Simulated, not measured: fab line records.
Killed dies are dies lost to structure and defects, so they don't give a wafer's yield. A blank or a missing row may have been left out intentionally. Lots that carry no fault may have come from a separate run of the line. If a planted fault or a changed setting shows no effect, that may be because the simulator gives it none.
A sampling plan put to the test :: flow rit cmos :: one fab line, 35 faults that these records tell of, each judged on the records of the lots that it struck; 2 more are left out, because the records don't allow judging them
The plan is the line's own looks: the steps of the route at which a gauge or an inspection reads the wafer and doesn't change it. A look can be judged if struck wafers have a number there and the file gives its usual mean and standard deviation on fault-free wafers. Caught: at a look after the fault's first step, the mean of the struck wafers lies 4 or more of those standard deviations (sigma) from the usual mean. On the tool: the fault's steps, tested the same way using the tool's own readings. Caught also covers a different recipe on the struck wafers, or a record left blank for those wafers only.

== THE FAULTS, as the simulator had put them in ==
1. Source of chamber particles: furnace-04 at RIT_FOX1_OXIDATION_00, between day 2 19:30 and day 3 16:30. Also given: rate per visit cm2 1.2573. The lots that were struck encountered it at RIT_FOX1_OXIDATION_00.
2. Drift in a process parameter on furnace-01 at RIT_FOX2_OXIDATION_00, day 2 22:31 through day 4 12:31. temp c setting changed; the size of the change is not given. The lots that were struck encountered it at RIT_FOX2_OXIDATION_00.
3. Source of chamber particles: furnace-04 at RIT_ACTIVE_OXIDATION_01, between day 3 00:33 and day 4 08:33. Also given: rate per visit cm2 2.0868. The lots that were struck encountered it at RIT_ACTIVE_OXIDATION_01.
4. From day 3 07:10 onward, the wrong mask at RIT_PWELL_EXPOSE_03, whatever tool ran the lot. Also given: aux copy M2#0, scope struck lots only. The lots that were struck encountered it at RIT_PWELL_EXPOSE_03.
5. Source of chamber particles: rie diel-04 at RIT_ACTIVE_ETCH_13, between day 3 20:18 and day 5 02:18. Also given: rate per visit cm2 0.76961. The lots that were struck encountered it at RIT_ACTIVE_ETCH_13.
6. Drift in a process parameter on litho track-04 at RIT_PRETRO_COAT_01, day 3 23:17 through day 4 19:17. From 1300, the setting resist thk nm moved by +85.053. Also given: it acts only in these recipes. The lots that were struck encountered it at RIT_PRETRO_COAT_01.
7. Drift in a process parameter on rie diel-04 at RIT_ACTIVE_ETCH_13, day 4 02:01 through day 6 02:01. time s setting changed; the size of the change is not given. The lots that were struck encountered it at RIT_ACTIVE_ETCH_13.
8. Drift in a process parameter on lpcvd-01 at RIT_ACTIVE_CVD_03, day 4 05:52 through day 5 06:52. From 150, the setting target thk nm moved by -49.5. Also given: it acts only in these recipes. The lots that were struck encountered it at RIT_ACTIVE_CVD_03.
9. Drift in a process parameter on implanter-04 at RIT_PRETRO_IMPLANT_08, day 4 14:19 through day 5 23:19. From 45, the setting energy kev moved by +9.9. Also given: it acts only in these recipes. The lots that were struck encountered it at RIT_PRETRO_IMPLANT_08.
10. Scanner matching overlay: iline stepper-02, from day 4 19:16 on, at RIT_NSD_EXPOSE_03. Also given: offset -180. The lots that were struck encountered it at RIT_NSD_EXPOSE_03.
11. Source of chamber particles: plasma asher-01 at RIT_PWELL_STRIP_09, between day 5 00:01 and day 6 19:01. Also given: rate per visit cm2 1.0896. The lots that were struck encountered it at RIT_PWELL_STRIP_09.
12. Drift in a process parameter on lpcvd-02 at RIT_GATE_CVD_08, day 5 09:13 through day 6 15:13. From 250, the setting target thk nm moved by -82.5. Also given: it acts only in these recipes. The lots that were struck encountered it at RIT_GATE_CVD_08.
13. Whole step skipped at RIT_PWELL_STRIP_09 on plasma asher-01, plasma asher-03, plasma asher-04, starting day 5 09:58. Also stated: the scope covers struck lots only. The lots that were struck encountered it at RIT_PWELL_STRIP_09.
14. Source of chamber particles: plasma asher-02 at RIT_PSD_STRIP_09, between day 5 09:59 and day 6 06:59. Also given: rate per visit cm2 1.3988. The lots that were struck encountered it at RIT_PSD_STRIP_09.
15. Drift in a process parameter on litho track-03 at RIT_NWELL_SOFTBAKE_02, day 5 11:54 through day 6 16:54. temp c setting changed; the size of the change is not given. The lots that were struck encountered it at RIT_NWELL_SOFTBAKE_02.
16. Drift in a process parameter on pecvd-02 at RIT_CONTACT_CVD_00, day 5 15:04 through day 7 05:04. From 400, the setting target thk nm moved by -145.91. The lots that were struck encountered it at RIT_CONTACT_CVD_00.
17. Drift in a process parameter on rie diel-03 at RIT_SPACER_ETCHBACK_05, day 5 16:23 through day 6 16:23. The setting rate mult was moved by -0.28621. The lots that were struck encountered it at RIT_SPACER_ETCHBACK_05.
18. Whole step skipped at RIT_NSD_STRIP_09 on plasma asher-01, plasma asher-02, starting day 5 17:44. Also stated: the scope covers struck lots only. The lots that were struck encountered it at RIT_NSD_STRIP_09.
19. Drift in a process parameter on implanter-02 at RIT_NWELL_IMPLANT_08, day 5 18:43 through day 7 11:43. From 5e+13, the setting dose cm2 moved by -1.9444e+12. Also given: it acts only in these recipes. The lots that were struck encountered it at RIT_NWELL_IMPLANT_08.
20. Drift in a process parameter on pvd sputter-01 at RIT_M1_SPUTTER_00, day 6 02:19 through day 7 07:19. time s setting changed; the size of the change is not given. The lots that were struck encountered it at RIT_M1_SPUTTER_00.
21. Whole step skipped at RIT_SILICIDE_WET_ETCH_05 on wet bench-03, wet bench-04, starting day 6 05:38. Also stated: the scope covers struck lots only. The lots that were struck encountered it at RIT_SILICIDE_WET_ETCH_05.
22. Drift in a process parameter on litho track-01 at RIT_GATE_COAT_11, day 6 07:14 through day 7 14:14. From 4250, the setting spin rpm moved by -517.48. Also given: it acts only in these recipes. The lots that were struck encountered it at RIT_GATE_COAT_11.
23. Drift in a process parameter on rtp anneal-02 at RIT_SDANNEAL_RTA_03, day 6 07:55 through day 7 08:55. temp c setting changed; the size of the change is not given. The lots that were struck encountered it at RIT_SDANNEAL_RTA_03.
24. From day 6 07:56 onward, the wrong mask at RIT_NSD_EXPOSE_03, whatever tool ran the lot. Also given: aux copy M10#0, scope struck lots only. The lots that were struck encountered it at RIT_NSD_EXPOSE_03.
25. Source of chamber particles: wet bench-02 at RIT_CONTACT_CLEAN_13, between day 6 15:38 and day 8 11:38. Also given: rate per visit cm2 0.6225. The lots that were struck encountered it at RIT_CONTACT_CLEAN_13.
26. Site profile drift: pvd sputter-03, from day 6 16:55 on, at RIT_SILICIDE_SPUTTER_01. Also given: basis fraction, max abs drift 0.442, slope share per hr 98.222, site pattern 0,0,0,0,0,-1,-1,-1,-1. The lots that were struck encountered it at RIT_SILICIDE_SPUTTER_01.
27. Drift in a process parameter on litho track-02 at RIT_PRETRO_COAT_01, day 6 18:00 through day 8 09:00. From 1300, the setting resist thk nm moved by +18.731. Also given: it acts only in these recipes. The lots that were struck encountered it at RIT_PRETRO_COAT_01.
28. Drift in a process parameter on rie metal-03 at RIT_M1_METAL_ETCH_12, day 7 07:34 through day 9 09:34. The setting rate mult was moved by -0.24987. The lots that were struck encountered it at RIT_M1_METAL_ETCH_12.
29. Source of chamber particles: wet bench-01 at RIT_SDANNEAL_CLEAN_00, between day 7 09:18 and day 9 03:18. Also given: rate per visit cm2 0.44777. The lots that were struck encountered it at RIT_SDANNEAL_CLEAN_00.
30. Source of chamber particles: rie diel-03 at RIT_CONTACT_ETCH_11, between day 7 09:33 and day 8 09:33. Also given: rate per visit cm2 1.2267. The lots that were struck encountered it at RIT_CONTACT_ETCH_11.
31. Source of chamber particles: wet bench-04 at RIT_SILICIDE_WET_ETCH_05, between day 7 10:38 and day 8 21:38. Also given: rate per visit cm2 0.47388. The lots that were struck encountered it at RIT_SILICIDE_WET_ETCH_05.
32. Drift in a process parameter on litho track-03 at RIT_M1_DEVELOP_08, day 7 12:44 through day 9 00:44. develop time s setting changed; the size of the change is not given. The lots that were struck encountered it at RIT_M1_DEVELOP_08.
33. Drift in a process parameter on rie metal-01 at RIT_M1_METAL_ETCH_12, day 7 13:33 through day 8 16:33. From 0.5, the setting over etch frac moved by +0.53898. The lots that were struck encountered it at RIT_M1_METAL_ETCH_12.
34. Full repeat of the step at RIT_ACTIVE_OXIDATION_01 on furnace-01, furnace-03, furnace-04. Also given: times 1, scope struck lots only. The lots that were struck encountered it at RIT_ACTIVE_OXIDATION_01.
35. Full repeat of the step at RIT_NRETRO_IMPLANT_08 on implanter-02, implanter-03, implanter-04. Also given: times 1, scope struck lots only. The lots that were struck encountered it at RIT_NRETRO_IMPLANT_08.

== WHAT THE PLAN SAW ==
fault: 1
on the tool itself: no reading that can be judged
first look that catches it: none of the 2 looks that can be judged after it
reading, sigma: -
median hours from its first step to that look: -
hours from the fault's start to the first struck lot there: -
judged looks passed uncaught: 2

fault: 2
on the tool itself: tube center temp C +99 or beyond sigma
first look that catches it: none of the 8 looks that can be judged after it
reading, sigma: -
median hours from its first step to that look: -
hours from the fault's start to the first struck lot there: -
judged looks passed uncaught: 8

fault: 3
on the tool itself: no reading that can be judged
first look that catches it: no look after it can be judged
reading, sigma: -
median hours from its first step to that look: -
hours from the fault's start to the first struck lot there: -
judged looks passed uncaught: 0

fault: 4
on the tool itself: under 2 sigma
first look that catches it: RIT_PWELL_TW_MEAS_10
reading, sigma: PWELL_TW -99 or beyond
median hours from its first step to that look: 1.1
hours from the fault's start to the first struck lot there: 4
judged looks passed uncaught: 0

fault: 5
on the tool itself: under 2 sigma
first look that catches it: no look after it can be judged
reading, sigma: -
median hours from its first step to that look: -
hours from the fault's start to the first struck lot there: -
judged looks passed uncaught: 0

fault: 6
on the tool itself: no reading that can be judged
first look that catches it: not the one look that can be judged after it
reading, sigma: -
median hours from its first step to that look: -
hours from the fault's start to the first struck lot there: -
judged looks passed uncaught: 1

fault: 7
on the tool itself: run length s +99 or beyond sigma
first look that catches it: none of the 4 looks that can be judged after it
reading, sigma: -
median hours from its first step to that look: -
hours from the fault's start to the first struck lot there: -
judged looks passed uncaught: 4

fault: 8
on the tool itself: under 2 sigma
first look that catches it: RIT_ACTIVE_THK_MEAS_04
reading, sigma: ACTIVE_NITRIDE_THK -32
median hours from its first step to that look: 1.4
hours from the fault's start to the first struck lot there: 4
judged looks passed uncaught: 0

fault: 9
on the tool itself: beam energy keV +99 or beyond sigma
first look that catches it: RIT_PRETRO_TW_MEAS_10
reading, sigma: PRETRO_TW +5.8
median hours from its first step to that look: 0.3
hours from the fault's start to the first struck lot there: 5
judged looks passed uncaught: 0

fault: 10
on the tool itself: no reading that can be judged
first look that catches it: RIT_NSD_OVL_MEAS_06
reading, sigma: NSD_OVL -99 or beyond
median hours from its first step to that look: 0.4
hours from the fault's start to the first struck lot there: 4
judged looks passed uncaught: 0

fault: 11
on the tool itself: under 2 sigma
first look that catches it: no look after it can be judged
reading, sigma: -
median hours from its first step to that look: -
hours from the fault's start to the first struck lot there: -
judged looks passed uncaught: 0

fault: 12
on the tool itself: under 2 sigma
first look that catches it: RIT_GATE_THK_MEAS_09
reading, sigma: GATE_POLY_THK -36
median hours from its first step to that look: 2.0
hours from the fault's start to the first struck lot there: 5
judged looks passed uncaught: 0

fault: 13
on the tool itself: the tool's record is blank for the struck wafers
first look that catches it: RIT_NRETRO_TW_MEAS_10
reading, sigma: NRETRO_TW -99 or beyond
median hours from its first step to that look: 10.4
hours from the fault's start to the first struck lot there: 14
judged looks passed uncaught: 1

fault: 14
on the tool itself: under 2 sigma
first look that catches it: no look after it can be judged
reading, sigma: -
median hours from its first step to that look: -
hours from the fault's start to the first struck lot there: -
judged looks passed uncaught: 0

fault: 15
on the tool itself: heater power total W -55 sigma
first look that catches it: not the one look that can be judged after it
reading, sigma: -
median hours from its first step to that look: -
hours from the fault's start to the first struck lot there: -
judged looks passed uncaught: 1

fault: 16
on the tool itself: under 2 sigma
first look that catches it: RIT_CONTACT_THK_MEAS_01
reading, sigma: CONTACT_TEOS_THK -29
median hours from its first step to that look: 0.1
hours from the fault's start to the first struck lot there: 12
judged looks passed uncaught: 0

fault: 17
on the tool itself: oes product au -5.0 sigma
first look that catches it: no look after it can be judged
reading, sigma: -
median hours from its first step to that look: -
hours from the fault's start to the first struck lot there: -
judged looks passed uncaught: 0

fault: 18
on the tool itself: the tool's record is blank for the struck wafers
first look that catches it: RIT_PSD_TW_MEAS_10
reading, sigma: PSD_TW -99 or beyond
median hours from its first step to that look: 1.8
hours from the fault's start to the first struck lot there: 8
judged looks passed uncaught: 0

fault: 19
on the tool itself: dose ions cm2 -34 sigma
first look that catches it: RIT_WELLDRIVE_RS_MEAS_01
reading, sigma: NWELL_RS +7.5
median hours from its first step to that look: 8.5
hours from the fault's start to the first struck lot there: 17
judged looks passed uncaught: 0

fault: 20
on the tool itself: under 2 sigma
first look that catches it: RIT_M1_RS_MEAS_01
reading, sigma: M1_AL_RS +7.0
median hours from its first step to that look: 0.3
hours from the fault's start to the first struck lot there: 9
judged looks passed uncaught: 0

fault: 21
on the tool itself: the tool's record is blank for the struck wafers
first look that catches it: no look after it can be judged
reading, sigma: -
median hours from its first step to that look: -
hours from the fault's start to the first struck lot there: -
judged looks passed uncaught: 0

fault: 22
on the tool itself: spin speed rpm -99 or beyond sigma
first look that catches it: not the one look that can be judged after it
reading, sigma: strongest: cd nm at RIT_GATE_CD_MEAS_16, +3.5
median hours from its first step to that look: -
hours from the fault's start to the first struck lot there: -
judged looks passed uncaught: 1

fault: 23
on the tool itself: wafer_temp_C_max -36 sigma
first look that catches it: RIT_SDANNEAL_RS_MEAS_04
reading, sigma: PSD_RS +97
median hours from its first step to that look: 0.1
hours from the fault's start to the first struck lot there: 6
judged looks passed uncaught: 0

fault: 24
on the tool itself: no reading that can be judged
first look that catches it: RIT_NSD_TW_MEAS_10
reading, sigma: NSD_TW -99 or beyond
median hours from its first step to that look: 0.9
hours from the fault's start to the first struck lot there: 4
judged looks passed uncaught: 0

fault: 25
on the tool itself: under 2 sigma
first look that catches it: no look after it can be judged
reading, sigma: -
median hours from its first step to that look: -
hours from the fault's start to the first struck lot there: -
judged looks passed uncaught: 0

fault: 26
on the tool itself: under 2 sigma
first look that catches it: RIT_SILICIDE_RS_MEAS_02
reading, sigma: SILICIDE_TI_RS +29
median hours from its first step to that look: 0.2
hours from the fault's start to the first struck lot there: 9
judged looks passed uncaught: 0

fault: 27
on the tool itself: under 2 sigma
first look that catches it: not the one look that can be judged after it
reading, sigma: -
median hours from its first step to that look: -
hours from the fault's start to the first struck lot there: -
judged looks passed uncaught: 1

fault: 28
on the tool itself: under 2 sigma
first look that catches it: no look after it can be judged
reading, sigma: -
median hours from its first step to that look: -
hours from the fault's start to the first struck lot there: -
judged looks passed uncaught: 0

fault: 29
on the tool itself: no reading that can be judged
first look that catches it: no look after it can be judged
reading, sigma: -
median hours from its first step to that look: -
hours from the fault's start to the first struck lot there: -
judged looks passed uncaught: 0

fault: 30
on the tool itself: under 2 sigma
first look that catches it: no look after it can be judged
reading, sigma: -
median hours from its first step to that look: -
hours from the fault's start to the first struck lot there: -
judged looks passed uncaught: 0

fault: 31
on the tool itself: no reading that can be judged
first look that catches it: no look after it can be judged
reading, sigma: -
median hours from its first step to that look: -
hours from the fault's start to the first struck lot there: -
judged looks passed uncaught: 0

fault: 32
on the tool itself: under 2 sigma
first look that catches it: RIT_M1_CD_MEAS_09
reading, sigma: cd nm -8.5
median hours from its first step to that look: 0.8
hours from the fault's start to the first struck lot there: 7
judged looks passed uncaught: 0

fault: 33
on the tool itself: oes product au -12 sigma
first look that catches it: not the one look that can be judged after it
reading, sigma: strongest: cd nm at RIT_M1_CD_MEAS_90, -3.6
median hours from its first step to that look: -
hours from the fault's start to the first struck lot there: -
judged looks passed uncaught: 1

fault: 34
on the tool itself: no reading that can be judged
first look that catches it: RIT_ACTIVE_THK_MEAS_02
reading, sigma: ACTIVE_OXIDE_THK +27
median hours from its first step to that look: 6.4
hours from the fault's start to the first struck lot there: -
judged looks passed uncaught: 0

fault: 35
on the tool itself: under 2 sigma
first look that catches it: RIT_NRETRO_TW_MEAS_10
reading, sigma: NRETRO_TW +47
median hours from its first step to that look: 0.7
hours from the fault's start to the first struck lot there: -
judged looks passed uncaught: 0
A dash: this means the fault isn't caught or the number doesn't appear in these records.

Caught at a look: 16 of 35. Caught on the tool: 12 of 35. By one or the other: 23 of 35.
Faults 2, 7, 15, 17, 21, 22, 33 were caught on the tool alone.
Caught at a look alone: faults 4, 8, 10, 12, 16, 20, 24, 26, 32, 34, 35.
Caught by neither: faults 1, 3, 5, 6, 11, 14, 25, 27, 28, 29, 30, 31.

== THINNER SAMPLING ==
In the worst case, this is how late the first struck lot would be measured if the look that catches a fault measured only every second or every third lot, by lot number:
fault: 4
struck lots at that look, in order of time: L579
every lot: 4 h
every second lot: may miss it
every third lot: may miss it

fault: 8
struck lots at that look, in order of time: L641, L642, L643
every lot: 4 h
every second lot: 8 h
every third lot: 14 h

fault: 9
struck lots at that look, in order of time: L726, L728, L729
every lot: 5 h
every second lot: 24 h
every third lot: may miss all 3

fault: 10
struck lots at that look, in order of time: L420, L421, L422, L423
every lot: 4 h
every second lot: 5 h
every third lot: 9 h

fault: 12
struck lots at that look, in order of time: L404, L406
every lot: 5 h
every second lot: may miss all 2
every third lot: may miss all 2

fault: 13
struck lots at that look, in order of time: L641, L642, L643
every lot: 14 h
every second lot: 20 h
every third lot: 28 h

fault: 16
struck lots at that look, in order of time: L631, L634
every lot: 12 h
every second lot: 34 h
every third lot: may miss all 2

fault: 18
struck lots at that look, in order of time: L307, L308
every lot: 8 h
every second lot: 14 h
every third lot: may miss all 2

fault: 19
struck lots at that look, in order of time: L696, L700
every lot: 17 h
every second lot: may miss all 2
every third lot: may miss all 2

fault: 20
struck lots at that look, in order of time: L336, L337, L338
every lot: 9 h
every second lot: 15 h
every third lot: 25 h

fault: 23
struck lots at that look, in order of time: L918, L920
every lot: 6 h
every second lot: may miss all 2
every third lot: may miss all 2

fault: 24
struck lots at that look, in order of time: L683
every lot: 4 h
every second lot: may miss it
every third lot: may miss it

fault: 26
struck lots at that look, in order of time: L926, L930
every lot: 9 h
every second lot: may miss all 2
every third lot: may miss all 2

fault: 32
struck lots at that look, in order of time: L332, L334
every lot: 7 h
every second lot: may miss all 2
every third lot: may miss all 2
Hours: fault start to first struck lot measured. 4 sigma limit: tested on the pooled struck wafers, so a lone lot may be under it. Other struck lots may not be in these records.

== THE LONGEST TIMED WAY FROM STEP TO LOOK ==
Fault 13: the median time between RIT_PWELL_STRIP_09 and RIT_NRETRO_TW_MEAS_10 is 10.4 hours. The look between them that can be judged stayed within 4 sigma: RIT_WELLDRIVE_RS_MEAS_02.
